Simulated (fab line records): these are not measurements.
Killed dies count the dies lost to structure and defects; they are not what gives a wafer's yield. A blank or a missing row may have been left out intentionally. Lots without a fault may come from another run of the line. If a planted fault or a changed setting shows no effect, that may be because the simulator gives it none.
Chamber matching + flow berkeley cmos170 + 3 sister chambers for UCB170_FIELD_WET_ETCH_05 on wet bench-03
The step etches Si3N4 in H3PO4, time 12600 s. 3 wafers are shown with their chamber, then 10 later ones without.

## WAFERS PAIRED WITH THEIR CHAMBERS
| wafer  | chamber | run length s (s) |
|--------|---------|------------------|
| L306.6 | 2       | 12634            |
| L307.4 | 3       | 12635            |
| L310.5 | 1       | 12634            |

## WAFERS WITH NO CHAMBER GIVEN
| wafer  | run length s (s) |
|--------|------------------|
| L310.6 | 12634            |
| L311.1 | 12627            |
| L311.4 | 12627            |
| L311.6 | 12627            |
| L316.1 | 12626            |
| L316.3 | 12626            |
| L316.4 | 12626            |
| L318.2 | 12625            |
| L318.3 | 12625            |
| L318.5 | 12625            |

## EACH ONE'S CHAMBER
| wafer  | from the rows above          | in truth |
|--------|------------------------------|----------|
| L310.6 | can't be placed: 1 or 2 or 3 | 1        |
| L311.1 | can't be placed: 1 or 2 or 3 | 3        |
| L311.4 | can't be placed: 1 or 2 or 3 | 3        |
| L311.6 | can't be placed: 1 or 2 or 3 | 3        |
| L316.1 | can't be placed: 1 or 2 or 3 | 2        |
| L316.3 | can't be placed: 1 or 2 or 3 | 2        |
| L316.4 | can't be placed: 1 or 2 or 3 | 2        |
| L318.2 | can't be placed: 1 or 2 or 3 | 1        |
| L318.3 | can't be placed: 1 or 2 or 3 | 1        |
| L318.5 | can't be placed: 1 or 2 or 3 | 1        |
0 of 10 placed correctly. Unplaceable from these rows: 10, with the true chamber sitting among the candidates in 10. Placed wrongly: 0.
How it was worked out, from the rows above alone: a wafer's distance from a chamber is the root of the sum, over the readings, of the square of ((its reading less the chamber's mean) divided by the reading's scatter). If the next closest chamber is less than 2 further off than the closest, the wafer can't be placed; otherwise it belongs to the closest. The mean given for a chamber averages the wafers shown for that chamber. The scatter: with one shown wafer a chamber, the root of the mean of the squares of how far each hidden wafer lies from its nearest shown one.
